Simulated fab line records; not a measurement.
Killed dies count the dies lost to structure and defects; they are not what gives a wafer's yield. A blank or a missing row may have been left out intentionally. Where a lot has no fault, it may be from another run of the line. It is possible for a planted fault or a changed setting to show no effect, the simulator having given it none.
A struck lot beside a sound one + flow rit cmos + 44 out of 202 route steps
Sound: these wafers, L556.1, L556.2, L556.6. Wafers L565.1, L565.2, L565.3 were the ones struck. The cause comes at the end.
Per side, at each step with rows, come the tool, then ch with its chambers, and then its first start. Under that, the readings that differ: sound wafers + struck wafers + difference of the means + sigmas: that difference in standard deviations of wafers without a fault.
alike: words and numbers the same on both sides, and readings whose means are apart by under 2 such deviations; not compared: readings that were withheld, readings missing a value for some wafer, numbers with overlapping values and no deviation given by the record, and bounds like >300 which may hide the same value.
Wherever a step has rows on one side only, a row that says differs or no value, or a row with sigmas, the two part there. When numbers do not overlap yet have no deviation, they are printed without sigmas and do not part them. A reading missing from all wafers of one side parts the sides only when that side holds two or more wafers.

first, 1 step without rows for these wafers: RIT_ACTIVE_HARDBAKE_12 (time 60 s).
RIT_ACTIVE_ETCH_13: etches Si3N4 in SF6, stops on SiO2, time 210 s, target depth 210 nm.
  sound on rie diel-03 ch 0,1, day 2 00:43; struck on rie diel-01 ch 0,1,2, day 3 22:38
  alike: drypump motor current A, oes product au, throttle valve pct
  not compared: rf hours counter h
RIT_ACTIVE_STRIP_14: strips in O2, time 180 s.
  sound on plasma asher-03 ch 0,1, day 2 00:50; struck on plasma asher-01 ch 0,1, day 3 22:46
  alike: drypump motor current A
  not compared: rf hours counter h
RIT_ACTIVE_CD_MEAS_90: target cd 1400 nm.
  sound: cd sem-01 at day 2 01:01; struck: cd sem-02 at day 3 22:56
| reading    | sound                | struck               | difference | sigmas |
|------------|----------------------|----------------------|------------|--------|
| cd nm (nm) | 1399.5 1402.1 1402.4 | 1395.7 1395.0 1396.7 | -5.5       | -2     |
then, 4 steps without rows for these wafers: RIT_ACTIVE_CLEAN_15 (cleans in SC1, time 600 s); RIT_ACTIVE_CLEAN_16 (cleans in dHF, time 30 s); RIT_ACTIVE_CLEAN_17 (cleans in SC2, time 600 s); RIT_FOX1_OXIDATION_00 (target thk 350.7 nm, ox time 1130 s).
RIT_FOX1_THK_MEAS_01:
  sound: film metro-01 at day 2 03:13; struck: film metro-03 at day 4 01:47
  alike: FOX1_OXIDE_THK
then, 2 steps without rows for these wafers: RIT_FOX1_WET_ETCH_02 (etches SiO2 in BOE, target depth 350 nm, time 390 s); RIT_FOX2_OXIDATION_00 (target thk 350.7 nm, ox time 1130 s).
RIT_FOX2_THK_MEAS_01:
  sound: film metro-03 at day 2 04:42; struck: film metro-03 at day 4 05:23
  alike: FOX2_OXIDE_THK
RIT_FOX2_CLEAN_02: cleans in dHF, time 180 s.
  sound on wet bench-01 ch 2, day 2 04:46; struck on wet bench-04 ch 1, day 4 05:27
| reading                                     | sound             | struck          | difference | sigmas |
|---------------------------------------------|-------------------|-----------------|------------|--------|
| run length s (s)                            | 204 204 204       | 52 52 52        | -152       | -43    |
| model.SiO2_of_FOX2_OXIDATION_00.thk nm (nm) | 333.1 334.4 327.7 | 342 343.9 338.7 | +10        |        |
then, 1 step without rows for these wafers: RIT_FOX2_WET_ETCH_03 (etches Si3N4 in H3PO4, target depth 195 nm, time 2700 s).
RIT_FOX2_THK_MEAS_90:
  sound: film metro-02 at day 2 05:35; struck: film metro-03 at day 4 06:16
  alike: FIELD_OXIDE_LEFT_1_THK
then, 6 steps without rows for these wafers: RIT_NWELL_HMDS_00 (prime time 60 s); RIT_NWELL_COAT_01 (resist thk 1300 nm); RIT_NWELL_SOFTBAKE_02 (time 60 s); RIT_NWELL_EXPOSE_03 (exposes mask M2, target cd 43900 nm); RIT_NWELL_PEB_04; RIT_NWELL_DEVELOP_05 (develop time 68 s).
RIT_NWELL_OVL_MEAS_06:
  sound: overlay-02 at day 2 06:31; struck: overlay-02 at day 4 07:17
  alike: NWELL_OVL
then, 2 steps without rows for these wafers: RIT_NWELL_HARDBAKE_07 (time 120 s); RIT_NWELL_IMPLANT_08.
RIT_NWELL_STRIP_09: strips in O2, time 180 s.
  sound on plasma asher-01 ch 0,1, day 2 06:58; struck on plasma asher-04 ch 0,1, day 4 07:43
  alike: drypump motor current A
  not compared: rf hours counter h
RIT_NWELL_TW_MEAS_10:
  sound: film metro-03 at day 2 07:08; struck: film metro-01 at day 4 07:54
| reading  | sound          | struck         | difference | sigmas |
|----------|----------------|----------------|------------|--------|
| NWELL_TW | 2123 2118 2116 | 2137 2151 2146 | +26        | +2     |
then, 6 steps without rows for these wafers: RIT_PWELL_HMDS_00 (prime time 60 s); RIT_PWELL_COAT_01 (resist thk 1300 nm); RIT_PWELL_SOFTBAKE_02 (time 60 s); RIT_PWELL_EXPOSE_03 (exposes mask M3, target cd 43700 nm); RIT_PWELL_PEB_04; RIT_PWELL_DEVELOP_05 (develop time 68 s).
RIT_PWELL_OVL_MEAS_06:
  sound: overlay-02 at day 2 08:12; struck: overlay-02 at day 4 08:59
| reading        | sound       | struck         | difference | sigmas |
|----------------|-------------|----------------|------------|--------|
| PWELL_OVL (nm) | 2.5 2.7 2.8 | -1.5 -0.5 -0.3 | -3.4       | -2     |
then, 2 steps without rows for these wafers: RIT_PWELL_HARDBAKE_07 (time 120 s); RIT_PWELL_IMPLANT_08.
RIT_PWELL_STRIP_09: strips in O2, time 180 s.
  sound on plasma asher-03 ch 0,1, day 2 08:38; struck on plasma asher-03 ch 0,1, day 4 09:25
  alike: drypump motor current A
  not compared: rf hours counter h
RIT_PWELL_TW_MEAS_10:
  sound: film metro-01 at day 2 08:49; struck: film metro-03 at day 4 09:36
| reading  | sound       | struck      | difference | sigmas |
|----------|-------------|-------------|------------|--------|
| PWELL_TW | 953 952 950 | 935 941 945 | -11        | -2     |
then, 1 step without rows for these wafers: RIT_WELLDRIVE_ANNEAL_00 (time 14700 s).
RIT_WELLDRIVE_RS_MEAS_01: measurement is done with a four-point probe.
  sound: film metro-02 at day 2 14:10; struck: film metro-03 at day 4 14:44
  alike: NWELL_RS
RIT_WELLDRIVE_RS_MEAS_02: measurement is done with a four-point probe.
  sound: film metro-02 at day 2 14:17; struck: film metro-03 at day 4 14:52
  alike: PWELL_RS
then, 2 steps without rows for these wafers: RIT_NRETRO_HMDS_00 (prime time 60 s); RIT_NRETRO_COAT_01 (resist thk 1300 nm).
RIT_SILICIDE_WET_ETCH_00: etches SiO2 in BOE, target depth 14 nm, time 15.5 s.
  sound on wet bench-01 ch 2, day 3 11:23; struck on wet bench-03 ch 3, day 5 16:15
| reading                                     | sound             | struck            | difference | sigmas |
|---------------------------------------------|-------------------|-------------------|------------|--------|
| model.SiO2_of_FOX2_OXIDATION_00.thk nm (nm) | 148.5 150.9 144.7 | 158.4 160.4 155.2 | +10.0      |        |
RIT_M1_PROBE_99:
  sound: prober-01 at day 3 18:08; struck: prober-02 at day 5 23:24
| reading                      | sound             | struck            | difference | sigmas |
|------------------------------|-------------------|-------------------|------------|--------|
| model.etest.field n.vt v (V) | 34.65 34.83 33.95 | 35.77 35.98 35.36 | +1.23      |        |

WHERE THEY PART
First at RIT_ACTIVE_CD_MEAS_90; last, within this record, at RIT_PWELL_TW_MEAS_10. Later steps at which nothing parts them and some readings are alike: RIT_WELLDRIVE_RS_MEAS_01, RIT_WELLDRIVE_RS_MEAS_02.

WHY: the cause the simulator had injected
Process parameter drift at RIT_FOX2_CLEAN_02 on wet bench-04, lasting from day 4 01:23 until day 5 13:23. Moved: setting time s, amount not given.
